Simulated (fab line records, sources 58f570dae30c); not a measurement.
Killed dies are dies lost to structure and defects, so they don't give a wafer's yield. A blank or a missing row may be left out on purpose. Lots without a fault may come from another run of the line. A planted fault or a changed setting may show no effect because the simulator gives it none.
Problem report in the 8D (eight disciplines) form, filled by code | flow berkeley_cmos170 | the parts of the form that need people (team, actions taken, sign-off) are left out

1. THE PROBLEM
cd_nm at UCB170_M3_CD_MEAS_90 reads a mean of 674.4 nm on 6 wafers of 2 lots; wafers without a fault read 700.4 nm with a standard deviation of 2.6. That is -10 standard deviations from the usual mean.
The step: target cd 700 nm.
First seen on wafer L549.1, day 10 01:32, on cd_sem-02. The record holds 42 wafers of 14 lots with a number at this step. Rule for "out", or "out of limits": more than 4 standard deviations from the usual mean. The other wafers with a number count as sound.

2. WHAT IT IS AND WHAT IT IS NOT
question                    | is                     | is not
which readings at this step | cd_nm                  | -
which lots                  | L549, L550             | L539, L540, L541, L542, L552, L553, L554, L555, L557, L559, L560, L562
which wafers of those lots  | all that have a number | -
read on which gauges        | cd_sem-02              | cd_sem-01
when                        | from day 10 01:32      | up to then (12 sound wafers); but 24 sound wafers of L552, L553, L554, L555, L557, L559, L560, L562 came after

3. SUSPECTS, AND WHAT RULES EACH OUT
Counting: a tool at a process step up to the reading stays a suspect if it ran every lot that is out and no sound lot after the first of them.
- the gauge at UCB170_M3_CD_MEAS_90: ruled out. All the wafers that are out were read on cd_sem-02, but those of them that UCB170_M3_STRIP_19 has rows for are out there too, on other tools.
- rie_metal-01 at UCB170_M3_METAL_ETCH_18 (etches Al in Cl2/BCl3, stops on SiO2, target depth 1170 nm, time 195 s): kept. It ran every lot that is out, first L549 (day 10 01:15), and no sound lot after that; its last sound lot up to then is L541 (day 8 08:08).
Left after counting: rie_metal-01 at UCB170_M3_METAL_ETCH_18.

4. THE CAUSE (what the simulator had put in)
Process parameter drift: rie_metal-01, from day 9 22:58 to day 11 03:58, at UCB170_M3_METAL_ETCH_18. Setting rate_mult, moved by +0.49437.
Counting left only this tool.

5. THE CHAIN OF EFFECTS, in route order
Each row: a reading whose mean over the struck wafers that have a number lies more than 3 standard deviations from the usual. Only readings for which the record gives a usual standard deviation are gone through. hours: the time from each lot's start at the first step in this table that gives one to its start at this step, as a median over the lots. sigmas: the change in usual standard deviations.
hours | step                 | reading        | usual      | on struck wafers | change | sigmas
0     | UCB170_M3_STRIP_19   | oes_product_au | 0.541 a.u. | 0.312            | -0.229 | -18
0     | UCB170_M3_CD_MEAS_90 | cd_nm          | 700.4 nm   | 674.4            | -26.0  | -10
The process steps in it:
- UCB170_M3_STRIP_19: strips in O2.

6. WHAT WOULD HAVE CAUGHT IT SOONER
In this record the first reading out of limits at a measuring or inspecting step was taken at day 10 01:32, 3 hours after the fault began at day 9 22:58.
Of the tool readings at UCB170_M3_METAL_ETCH_18 for which the record gives a usual standard deviation, none was out on any struck wafer, so an alarm limit of 4 standard deviations on them would not have fired.
Of the lots that are out (2), L550 began UCB170_M3_METAL_ETCH_18 on rie_metal-01 after day 10 01:32. A hold on the tool at that time would have spared it.
